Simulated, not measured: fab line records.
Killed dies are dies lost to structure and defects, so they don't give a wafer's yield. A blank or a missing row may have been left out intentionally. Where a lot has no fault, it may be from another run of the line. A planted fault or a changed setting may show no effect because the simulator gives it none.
Split-lot study | flow rit-cmos | route with 202 steps; 5 lots, 23 wafers read

## ON THE SPLIT
At RIT_PWELL_IMPLANT_08, the setting dose-cm2 was moved away from the recipe's 7e+13 on 8 of the 23 wafers read, by -2.9% to +2.8%. This setting was run at the recipe's value on the other wafers.

## FROM THE SPLIT TO THE READING: what the file shows between them, 2 steps
- RIT_PWELL_STRIP_09: strips in O2, time 180 s
- RIT_WELLDRIVE_ANNEAL_00: time 14700 s

## THE READING
Measured at RIT_WELLDRIVE_RS_MEAS_02 by four-point probe: PWELL_RS, in ohm/sq. Typical for fault-free wafers on this fab line: 429.7 ohm/sq, with standard deviation 1.2 ohm/sq.

wafer  | tool, chamber at the split | dose-cm2 as run | against the recipe | PWELL_RS, ohm/sq | against lot-mates on the recipe
L074.1 | implanter-04, 0            | 7e+13           | recipe             | 429.5            | -
L074.2 | implanter-04, 0            | 7e+13           | recipe             | 429.2            | -
L074.4 | implanter-04, 0            | 7e+13           | recipe             | 430.0            | -
L074.5 | implanter-04, 0            | 7e+13           | recipe             | 430.6            | -
L074.6 | implanter-04, 0            | 7e+13           | recipe             | 428.2            | -
L079.1 | implanter-04, 0            | 7.197e+13       | +2.8%              | 422.0            | -7.8
L079.2 | implanter-04, 0            | 7e+13           | recipe             | 429.4            | -
L079.3 | implanter-04, 0            | 7e+13           | recipe             | 430.0            | -
L079.4 | implanter-04, 0            | 7.197e+13       | +2.8%              | 422.2            | -7.6
L079.5 | implanter-04, 0            | 7e+13           | recipe             | 430.1            | -
L080.1 | implanter-01, 0            | 7.142e+13       | +2.0%              | 423.5            | -6.1
L080.2 | implanter-01, 0            | 7.142e+13       | +2.0%              | 424.1            | -5.5
L080.3 | implanter-01, 0            | 7e+13           | recipe             | 429.4            | -
L080.4 | implanter-01, 0            | 7e+13           | recipe             | 429.9            | -
L080.5 | implanter-01, 0            | 7.142e+13       | +2.0%              | 424.4            | -5.2
L084.1 | implanter-04, 0            | 7e+13           | recipe             | 432.2            | -
L084.2 | implanter-04, 0            | 6.797e+13       | -2.9%              | 440.1            | +8.4
L084.3 | implanter-04, 0            | 6.797e+13       | -2.9%              | 439.3            | +7.6
L084.4 | implanter-04, 0            | 7e+13           | recipe             | 431.3            | -
L084.5 | implanter-04, 0            | 6.797e+13       | -2.9%              | 440.5            | +8.8
L085.3 | implanter-04, 0            | 7e+13           | recipe             | 429.8            | -
L085.5 | implanter-04, 0            | 7e+13           | recipe             | 428.7            | -
L085.6 | implanter-04, 0            | 7e+13           | recipe             | 428.0            | -

THE FIT
A straight line over all 23 wafers: PWELL_RS changes by -3.14 ohm/sq for each +1% of dose-cm2; r = -0.98; the points scatter about the line by 1 ohm/sq.
The same after taking each lot's own level away (the mean of its wafers on the recipe; 23 wafers): -2.8 ohm/sq for each +1%; r = -0.99; scatter 0.58 ohm/sq.
The reading moves by 8.1 ohm/sq for the largest change in dose-cm2, on that fit.
The lots' own levels span 428.83 to 431.75 ohm/sq, that is 2.4 times the standard deviation above.
Thus the slope moves with the lot-to-lot level: the two fits are different.
Check: +8.09 ohm/sq against its lot-mates is what the line predicts for one of the wafers moved furthest among these (-2.9%) when that wafer is left out of the fit. Against them it came out at +8.35 ohm/sq.

## FURTHER SPLITS ON THESE WAFERS
Other splits were also applied to these wafers ahead of the reading. Each is held against what the fit with the lots' levels taken away leaves over:
other split on the same wafers   | wafers away from the commonest value | r with PWELL_RS (lot level and that fit taken away)
RIT_ACTIVE_OXIDATION_01 temp-c   | 18                                   | -0.01
RIT_ACTIVE_COAT_06 resist-thk-nm | 8                                    | +0.07
RIT_ACTIVE_DEVELOP_10 dev-temp-c | 5                                    | +0.06
RIT_FOX1_OXIDATION_00 temp-c     | 10                                   | -0.02
RIT_NWELL_IMPLANT_08 energy-kev  | 7                                    | +0.02
RIT_PWELL_COAT_01 spin-rpm       | 9                                    | -0.06

## FILE'S OWN FIT
PWELL_RS changes by -2.79 ohm/sq for each +1% of dose-cm2, r = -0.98.
